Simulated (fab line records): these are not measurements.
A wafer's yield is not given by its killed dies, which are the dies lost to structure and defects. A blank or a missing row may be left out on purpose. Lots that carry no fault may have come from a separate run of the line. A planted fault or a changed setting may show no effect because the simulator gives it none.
fab line records	flow ritCmos
record lots=5	wafers=15	lastDay=7
route steps=202 shown CONTACT@172 M1@184
lots that met no fault: taken from a fault-free run of the same line
startH: the number of hours between the record's first day and the start of the first shown wafer of the lot	waitH: how many hours have passed since the lot's step before this one	" same as the row above	L1.1+2: a single row standing in for several wafers	- value missing, or start not given	* or withheld: withheld	< > ~ a bound
route shown NAME@n: NAME is a module with steps in the file, n the number in the route of the first one	usual: mean and standard deviation over wafers with no fault	same: alike in all rows	chamber/n: place in a boat	sites: per-site readings	_std_site: standard deviation of those values	_edge_site: the outer-site mean with the inner-site mean subtracted	radiusMm: how far each site lies from the wafer's centre	mask NAME#n: copy n	behind: the last tool/chamber to shape the wafer	hold: why the lot went on hold/how many hours it stayed there/how the hold came to an end	device: which transistor (n, p or np) failed to switch	end of line: tests of these same wafers at the route's end	for a step that has no rows: nothing shown but its recipe	killed: dies lost to structure and defects at the first sort, not the wafer's yield	map: a wafer's dies, x killed, . not, _ none there
set.NAME: setting as actually run; set.NAME@STEP: the setting as run at that earlier step	model.NAME: the simulator's own value behind a step, which no gauge read
certain route steps with their lots: each step a table, each wafer a row
services: a tool's chamber out of use, with start hour (startH, from the record's first day; less than 0 if before it), hours out, and reason
## steps
# step RIT_CONTACT_SOFTBAKE_04
# recipe resist=NOVOLAK	tempC=90	timeS=60
# step RIT_CONTACT_EXPOSE_05
# recipe maskId=M11	na=0.6	sourceShape=conventional	sigmaOuter=0.5	targetCdNm=1000	doseMj=250
# step RIT_CONTACT_PEB_06
# recipe resist=NOVOLAK	tempC=withheld	timeS=withheld
# step RIT_CONTACT_DEVELOP_07
# recipe resist=NOVOLAK	developTimeS=120	devTempC=23
# step RIT_CONTACT_CD_MEAS_08
# recipe targetCdNm=1000
# usual cdNm=999.9/2.5
lot.wafer	tool	chamber	startH	waitH	cdNm
L994.1	cdSem-01	-	94.94	-	996.5
L994.2	"	-	"	"	996.4
L994.5	"	-	"	"	995.7
L101.3	cdSem-02	-	130.35	-	996.9
L101.4	"	-	"	"	995.5
L101.5	"	-	"	"	998.6
L104.2	cdSem-02	-	142.43	-	999.9
L104.3	"	-	"	"	999.5
L104.4	"	-	"	"	1000.4
L107.1	cdSem-02	-	149.44	-	1006.2
L107.4	"	-	"	"	1003.6
L107.5	"	-	"	"	1004.2
L113.1	cdSem-02	-	169.53	-	998.8
L113.2	"	-	"	"	1001.5
L113.4	"	-	"	"	1003.0
# step RIT_CONTACT_OVL_MEAS_09
# usual CONTACT_OVL=-0.1/1.3
lot.wafer	tool	chamber	startH	waitH	CONTACT_OVL[nm]
L994.1	overlay-01	-	95.06	0.1	1.6
L994.2	"	-	"	"	1.9
L994.5	"	-	"	"	-0.8
L101.3	overlay-01	-	130.44	0.1	2.0
L101.4	"	-	"	"	2.8
L101.5	"	-	"	"	3.0
L104.2	overlay-01	-	142.53	0.1	0.7
L104.3	"	-	"	"	0.1
L104.4	"	-	"	"	1.0
L107.1	overlay-01	-	149.56	0.1	2.0
L107.4	"	-	"	"	1.3
L107.5	"	-	"	"	0.7
L113.1	overlay-02	-	169.65	0.1	-0.5
L113.2	"	-	"	"	-2.1
L113.4	"	-	"	"	-2.0
# step RIT_CONTACT_HARDBAKE_10
# recipe resist=NOVOLAK	tempC=140	timeS=60
# step RIT_CONTACT_ETCH_11
# recipe targetDepthA=4800	overEtchFrac=0.2	stopOn=TiSi2	chemistry=CHF3/CF4/Ar	target=SiO2	CHF3_flow_sccm=50	cf4FlowSccm=10	Ar_flow_sccm=100	O2_flow_sccm=5	pressureMtorr=100	rfW=200	timeS=320
# usual CHF3_flow_sccm=49.99/0.15	drypumpMotorCurrentA=5.9/0.53	oesProductAu=0.991/0.011	throttleValvePct=8.89/0.15
lot.wafer	tool	chamber	startH	waitH	CHF3_flow_sccm	drypumpMotorCurrentA	oesProductAu	rfHoursCounterH	throttleValvePct
L994.1	rieDiel-01	0	95.24	0.1	49.91	6.4	0.981	67	8.93
L994.2	"	1	"	"	50.26	5.8	0.979	47	8.82
L994.5	"	1	"	"	49.91	5.8	0.990	-	8.83
L101.3	rieDiel-04	0	130.84	0.1	49.91	6.6	0.980	51	9.00
L101.4	"	3	"	"	50.18	5.2	1.009	43	8.60
L101.5	"	1	"	"	49.99	6.2	1.000	-	8.92
L104.2	rieDiel-03	3	142.71	0.1	50.02	6.5	0.978	145	8.77
L104.3	"	1	"	"	49.95	5.5	1.006	147	8.85
L104.4	"	0	"	"	49.70	5.9	0.997	97	9.22
L107.1	rieDiel-01	3	149.74	0.1	50.23	6.4	0.979	68	8.83
L107.4	"	2	"	"	50.22	5.0	0.993	8	8.93
L107.5	"	0	"	"	49.91	6.3	0.985	-	8.91
L113.1	rieDiel-04	1	169.83	0.1	50.10	6.2	1.005	2	8.92
L113.2	"	0	"	"	50.14	6.6	0.985	53	9.00
L113.4	"	2	"	"	50.01	5.3	1.007	94	8.87
# step RIT_CONTACT_STRIP_12
# recipe chemistry=O2	timeS=180	resist=NOVOLAK	platenTempC=withheld	powerW=500	pressureMtorr=4000	o2FlowSccm=4000
# usual drypumpMotorCurrentA=5.7/0.45
lot.wafer	tool	chamber	startH	waitH	drypumpMotorCurrentA	rfHoursCounterH
L994.1	plasmaAsher-01	0	95.44	0.1	6.0	30
L994.2	"	1	"	"	5.0	30
L994.5	"	0	"	"	5.9	-
L101.3	plasmaAsher-01	0	131.09	0.2	6.0	-
L101.4	"	1	"	"	5.0	-
L101.5	"	1	"	"	5.0	-
L104.2	plasmaAsher-02	1	142.91	0.1	6.5	4
L104.3	"	1	"	"	6.5	-
L104.4	"	0	"	"	5.5	-
L107.1	plasmaAsher-02	1	149.94	0.1	6.5	5
L107.4	"	0	"	"	5.5	-
L107.5	"	0	"	"	5.5	-
L113.1	plasmaAsher-04	1	170.03	0.1	5.7	54
L113.2	"	0	"	"	5.3	54
L113.4	"	0	"	"	5.3	-
# step RIT_CONTACT_CD_MEAS_90
# recipe targetCdNm=1000
# usual cdNm=999.7/2.5
lot.wafer	tool	chamber	startH	waitH	cdNm
L994.1	cdSem-01	-	95.61	0.1	996.8
L994.2	"	-	"	"	996.3
L994.5	"	-	"	"	996.0
L101.3	cdSem-01	-	131.25	0.1	996.5
L101.4	"	-	"	"	995.3
L101.5	"	-	"	"	997.9
L104.2	cdSem-02	-	143.10	0.1	1000.2
L104.3	"	-	"	"	1000.1
L104.4	"	-	"	"	1000.3
L107.1	cdSem-02	-	150.11	0.1	1005.6
L107.4	"	-	"	"	1003.8
L107.5	"	-	"	"	1003.8
L113.1	cdSem-01	-	170.20	0.1	998.4
L113.2	"	-	"	"	1001.0
L113.4	"	-	"	"	1002.0
# step RIT_CONTACT_CLEAN_13
# recipe chemistry=SC1	mix=3:3:50	timeS=600	tempC=75
# step RIT_CONTACT_CLEAN_14
# recipe chemistry=SC2	mix=3:3:50	timeS=600	tempC=75	dry=n2Spin
# step RIT_M1_SPUTTER_00
# recipe material=Al	targetThkNm=400	powerW=2000	chamberPressurePa=0.4	gas=Ar	timeS=500	substrateTempC=25
# usual throttleValvePct=30.4/1.1
lot.wafer	tool	chamber	startH	waitH	throttleValvePct
L994.1	pvdSputter-03	-	96.08	0.0	28.7
L994.2	"	-	"	"	29.9
L994.5	"	-	"	"	30.8
L101.3	pvdSputter-02	-	131.85	0.0	31.5
L101.4	"	-	"	"	31.0
L101.5	"	-	"	"	30.8
L104.2	pvdSputter-02	-	143.55	0.0	31.1
L104.3	"	-	"	"	30.9
L104.4	"	-	"	"	30.0
L107.1	pvdSputter-02	-	150.58	0.0	30.0
L107.4	"	-	"	"	31.0
L107.5	"	-	"	"	31.3
L113.1	pvdSputter-03	-	170.67	0.0	30.8
L113.2	"	-	"	"	32.2
L113.4	"	-	"	"	29.1
# step RIT_M1_RS_MEAS_01
# recipe thkMeasGauge=four-point-probe	reads=Al_of_M1_SPUTTER_00
# usual M1_AL_RS=0.0731/0.0012
lot.wafer	tool	chamber	startH	waitH	M1_AL_RS[ohm/sq]
L994.1	filmMetro-02	-	96.38	0.1	0.0740
L994.2	"	-	"	"	0.0730
L994.5	"	-	"	"	0.0727
L101.3	filmMetro-03	-	132.18	0.2	0.0722
L101.4	"	-	"	"	0.0713
L101.5	"	-	"	"	0.0717
L104.2	filmMetro-02	-	143.87	0.2	0.0727
L104.3	"	-	"	"	0.0716
L104.4	"	-	"	"	0.0720
L107.1	filmMetro-01	-	150.88	0.1	0.0841
L107.4	"	-	"	"	0.0700
L107.5	"	-	"	"	0.0718
L113.1	filmMetro-01	-	170.97	0.1	0.0727
L113.2	"	-	"	"	0.0726
L113.4	"	-	"	"	0.0744
# step RIT_M1_THK_MEAS_02
# recipe thkMeasGauge=xrf	reads=Al_of_M1_SPUTTER_00
# usual M1_AL_THK=398/7.1
lot.wafer	tool	chamber	startH	waitH	M1_AL_THK[nm]
L994.1	filmMetro-02	-	96.50	0.1	389
L994.2	"	-	"	"	393
L994.5	"	-	"	"	396
L101.3	filmMetro-03	-	132.28	0.1	406
L101.4	"	-	"	"	407
L101.5	"	-	"	"	405
L104.2	filmMetro-02	-	143.98	0.1	399
L104.3	"	-	"	"	406
L104.4	"	-	"	"	400
L107.1	filmMetro-01	-	151.00	0.1	362
L107.4	"	-	"	"	420
L107.5	"	-	"	"	406
L113.1	filmMetro-01	-	171.09	0.1	403
L113.2	"	-	"	"	403
L113.4	"	-	"	"	395
# step RIT_M1_HMDS_03
# recipe primeTimeS=60	primeTempC=140
# step RIT_M1_COAT_04
# recipe resist=NOVOLAK	spinRpm=2000	resistThkNm=1300
# step RIT_M1_SOFTBAKE_05
# recipe resist=NOVOLAK	tempC=90	timeS=60
# step RIT_M1_EXPOSE_06
# recipe maskId=M12	na=0.6	sourceShape=conventional	sigmaOuter=0.5	targetCdNm=2600	doseMj=250
# step RIT_M1_PEB_07
# recipe resist=NOVOLAK	tempC=withheld	timeS=withheld
# step RIT_M1_DEVELOP_08
# recipe resist=NOVOLAK	developTimeS=68	devTempC=23
# step RIT_M1_CD_MEAS_09
# recipe targetCdNm=2600
# usual cdNm=2600.2/2.1
lot.wafer	tool	chamber	startH	waitH	cdNm
L994.1	cdSem-02	-	97.47	-	2599.2
L994.2	"	-	"	"	2599.5
L994.5	"	-	"	"	2599.1
L101.3	cdSem-02	-	133.32	-	2597.8
L101.4	"	-	"	"	2600.2
L101.5	"	-	"	"	2598.9
L104.2	cdSem-02	-	144.93	-	2601.5
L104.3	"	-	"	"	2601.1
L104.4	"	-	"	"	2602.0
L107.1	cdSem-02	-	152.07	-	2598.3
L107.4	"	-	"	"	2598.6
L107.5	"	-	"	"	2596.8
L113.1	cdSem-02	-	172.04	-	2599.7
L113.2	"	-	"	"	2598.3
L113.4	"	-	"	"	2599.8
# step RIT_M1_OVL_MEAS_10
# usual M1_OVL=-1.6/1.5
lot.wafer	tool	chamber	startH	waitH	M1_OVL[nm]
L994.1	overlay-02	-	97.59	0.1	-1.4
L994.2	"	-	"	"	-0.2
L994.5	"	-	"	"	-0.7
L101.3	overlay-02	-	133.41	0.1	-2.7
L101.4	"	-	"	"	-3.2
L101.5	"	-	"	"	-2.8
L104.2	overlay-01	-	145.03	0.1	-0.7
L104.3	"	-	"	"	0.8
L104.4	"	-	"	"	-1.0
L107.1	overlay-01	-	152.19	0.1	-1.5
L107.4	"	-	"	"	-1.2
L107.5	"	-	"	"	-2.5
L113.1	overlay-01	-	172.16	0.1	0.7
L113.2	"	-	"	"	-0.6
L113.4	"	-	"	"	-1.3
# step RIT_M1_HARDBAKE_11
# recipe resist=NOVOLAK	tempC=140	timeS=120
# step RIT_M1_METAL_ETCH_12
# recipe stopOn=SiO2	chemistry=Cl2/BCl3	target=Al	timeS=165	overEtchFrac=0.5	pressureMtorr=100	targetDepthA=6000	rfW=250	Cl2_flow_sccm=60	bcl3FlowSccm=50
# usual drypumpMotorCurrentA=5.6/0.45	oesProductAu=0.781/0.014	throttleValvePct=8.28/0.13
lot.wafer	tool	chamber	startH	waitH	drypumpMotorCurrentA	oesProductAu	rfHoursCounterH	throttleValvePct
L994.1	rieMetal-04	0	98.03	0.2	5.6	0.780	33	8.31
L994.2	"	1	"	"	5.0	0.799	33	8.14
L994.5	"	1	"	"	5.0	0.804	-	8.15
L101.3	rieMetal-03	0	133.74	0.2	6.1	0.775	-	8.14
L101.4	"	1	"	"	6.0	0.799	-	8.45
L101.5	"	1	"	"	6.0	0.794	-	8.45
L104.2	rieMetal-02	0	145.31	0.2	5.0	0.759	1	8.17
L104.3	"	0	"	"	5.0	0.775	-	8.16
L104.4	"	1	"	"	5.6	0.794	-	8.43
L107.1	rieMetal-02	0	152.48	0.2	5.0	0.719	2	8.18
L107.4	"	1	"	"	5.6	0.802	-	8.43
L107.5	"	1	"	"	5.6	0.796	-	8.43
L113.1	rieMetal-02	0	172.44	0.2	5.0	0.759	2	8.17
L113.2	"	1	"	"	5.6	0.798	2	8.43
L113.4	"	1	"	"	5.6	0.783	-	8.44
# step RIT_M1_STRIP_13
# recipe chemistry=nmp	resist=NOVOLAK	tempC=80	timeS=600	dry=n2Spin
# step RIT_M1_PROBE_99
# usual defectLimitedYield=97.4/1.2	killedAtContacts=0.1/0.25	killedAtFrontEnd=7/3.1	killedDies=7/3.2	killedOpen=3.3/2	killedShort=3.5/2	sort_bin_3_pad_short=0.1/0.18	sort_bin_5_function=1.6/0.88	sort_bin_6_memory=0.9/0.58	sortNPass=257/3.2	sortYieldPct=97.4/1.2
# same grossDies=264	killed_at_M0_to_M3=0	killed_at_M4_up=0	killedAtBackSide=0	killedAtOther=0
lot.wafer	tool	chamber	startH	waitH	defectLimitedYield[%]	killedAtContacts	killedAtFrontEnd	killedDies	killedOpen	killedShort	sort_bin_3_pad_short[%]	sort_bin_5_function[%]	sort_bin_6_memory[%]	sortNPass	sortYieldPct[%]
L994.1	prober-01	-	100.32	0.1	95.8	0	11	11	4	7	0.8	1.9	1.5	253	95.8
L994.2	prober-01	-	100.37	0.1	97.0	0	8	8	4	4	0	2.3	0.8	256	97.0
L994.5	prober-01	-	100.52	0.2	98.5	0	4	4	3	1	0	0.4	1.1	260	98.5
L101.3	prober-01	-	136.04	0.2	95.5	0	12	12	5	7	0.4	2.7	1.5	252	95.5
L101.4	prober-01	-	136.09	0.2	95.1	0	13	13	5	8	0.4	3.8	0.8	251	95.1
L101.5	prober-01	-	136.14	0.2	96.6	1	8	9	5	4	0	2.7	0.8	255	96.6
L104.2	prober-01	-	148.72	0.1	95.8	0	11	11	5	6	0	1.9	2.3	253	95.8
L104.3	prober-01	-	148.77	0.2	96.2	0	10	10	6	4	0.4	2.7	0.8	254	96.2
L104.4	prober-01	-	148.82	0.2	94.7	0	14	14	9	5	0.4	3.0	1.9	250	94.7
L107.1	prober-01	-	154.73	0.1	97.7	0	6	6	2	4	0	1.5	0.8	258	97.7
L107.4	prober-01	-	154.88	0.2	98.1	0	5	5	3	2	0	0.8	1.1	259	98.1
L107.5	prober-01	-	154.93	0.2	97.3	0	7	7	2	5	0.8	1.1	0.8	257	97.3
L113.1	prober-01	-	174.70	0.1	99.2	0	2	2	1	1	0	0.8	0	262	99.2
L113.2	prober-01	-	174.75	0.1	97.7	0	6	6	3	3	0	0.8	1.5	258	97.7
L113.4	prober-01	-	174.85	0.2	97.7	0	6	6	5	1	0	1.1	1.1	258	97.7
# killed by level:class
L994.1 GATE:geometricParticle:open=4 GATE:geometricParticle:short=3 SPACER:geometricParticle:short=2 REOX:geometricParticle:short=1 SILICIDE:geometricParticle:short=1
L994.2 GATE:geometricParticle:short=2 SILICIDE:geometricParticle:open=2 GATE:geometricParticle:open=1 REOX:geometricParticle:short=1 SPACER:geometricParticle:short=1 SPACER:geometricParticle:open=1
L994.5 FOX1:geometricParticle:open=1 REOX:geometricParticle:open=1 REOX:geometricParticle:short=1 SPACER:geometricParticle:open=1
L101.3 FOX1:geometricParticle:short=3 FOX2:geometricParticle:open=2 FOX2:geometricParticle:short=2 GATE:geometricParticle:short=2 GATE:geometricParticle:open=1 SPACER:geometricParticle:open=1 SILICIDE:geometricParticle:open=1
L101.4 GATE:geometricParticle:short=3 FOX1:geometricParticle:short=2 GATE:geometricParticle:open=2 REOX:geometricParticle:short=2 FOX1:geometricParticle:open=1 REOX:geometricParticle:open=1 SPACER:geometricParticle:open=1 SPACER:geometricParticle:short=1
L101.5 SILICIDE:geometricParticle:open=3 FOX1:geometricParticle:short=2 FOX1:geometricParticle:open=1 GATE:geometricParticle:open=1 GATE:geometricParticle:short=1 CONTACT:geometricParticle:short=1
L104.2 GATE:geometricParticle:short=4 GATE:geometricParticle:open=3 FOX1:geometricParticle:open=1 FOX2:geometricParticle:short=1 REOX:geometricParticle:short=1 REOX:geometricParticle:open=1
L104.3 GATE:geometricParticle:short=4 GATE:geometricParticle:open=3 FOX1:geometricParticle:open=2 REOX:geometricParticle:open=1
L104.4 FOX1:geometricParticle:open=4 FOX1:geometricParticle:short=2 FOX2:geometricParticle:open=2 GATE:geometricParticle:open=2 FOX2:geometricParticle:short=1 GATE:geometricParticle:short=1 SILICIDE:geometricParticle:short=1 SILICIDE:geometricParticle:open=1
L107.1 GATE:geometricParticle:short=2 GATE:geometricParticle:open=2 REOX:geometricParticle:short=1 FOX1:geometricParticle:short=1
L107.4 GATE:geometricParticle:open=2 FOX1:geometricParticle:short=1 REOX:geometricParticle:open=1 SILICIDE:geometricParticle:short=1
L107.5 GATE:geometricParticle:short=3 FOX1:geometricParticle:short=1 FOX2:geometricParticle:open=1 SPACER:geometricParticle:open=1 SPACER:geometricParticle:short=1
L113.1 FOX2:geometricParticle:open=1 GATE:geometricParticle:short=1
L113.2 SILICIDE:geometricParticle:short=2 GATE:geometricParticle:short=1 REOX:geometricParticle:open=1 SPACER:geometricParticle:open=1 SILICIDE:geometricParticle:open=1
L113.4 GATE:geometricParticle:open=3 SILICIDE:geometricParticle:open=2 GATE:geometricParticle:short=1
## services
tool	chamber	startH	hours	kind
rieDiel-04	2	74.04	16.5	repair
rieDiel-04	3	79.36	5.8	repair
rieDiel-04	1	96.45	-	clean
rieDiel-04	1	96.45	17.8	scheduledDown
rieDiel-04	1	96.45	17.8	ventCycle
pvdSputter-02	-	102.47	2.1	repair
plasmaAsher-02	-	108.75	9.0	pm
plasmaAsher-02	0	108.75	9.0	ventCycle
plasmaAsher-02	1	108.75	9.0	ventCycle
rieDiel-01	2	109.64	9.8	repair
pvdSputter-02	-	112.11	2.4	repair
plasmaAsher-01	-	112.30	2.8	pm
plasmaAsher-02	0	117.75	-	clean
plasmaAsher-02	1	117.75	-	clean
rieMetal-04	-	136.12	20.0	pm
rieMetal-04	0	136.12	20.0	ventCycle
rieMetal-04	1	136.12	20.0	ventCycle
rieDiel-04	2	137.27	16.2	repair
rieMetal-04	0	156.12	-	clean
rieMetal-04	1	156.12	-	clean
rieDiel-03	2	167.20	6.1	repair
## key
firstSign step=RIT_M1_RS_MEAS_01	reading=M1_AL_RS	direction=up	sigmas=9.3	usual=0.0731	struck=0.0841
effect step=RIT_M1_THK_MEAS_02	reading=M1_AL_THK	direction=down	sigmas=5.1	usual=398	struck=362
effect step=RIT_M1_METAL_ETCH_12	reading=oesProductAu	direction=down	sigmas=4.5	usual=0.781	struck=0.719
metAt RIT_M1_SPUTTER_00
struckWafers L107.1
onsetBetween 143.55 150.58
fault kind=siteProfileDrift	tool=pvdSputter-02	chamber=-	onsetH=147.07	steps=RIT_M1_SPUTTER_00	basis=fraction	maxAbsDrift=0.28987	slopeSharePerHr=144.94	sitePattern=0,0,0,0,0,-1,-1,-1,-1	scope=struckWafersOnly
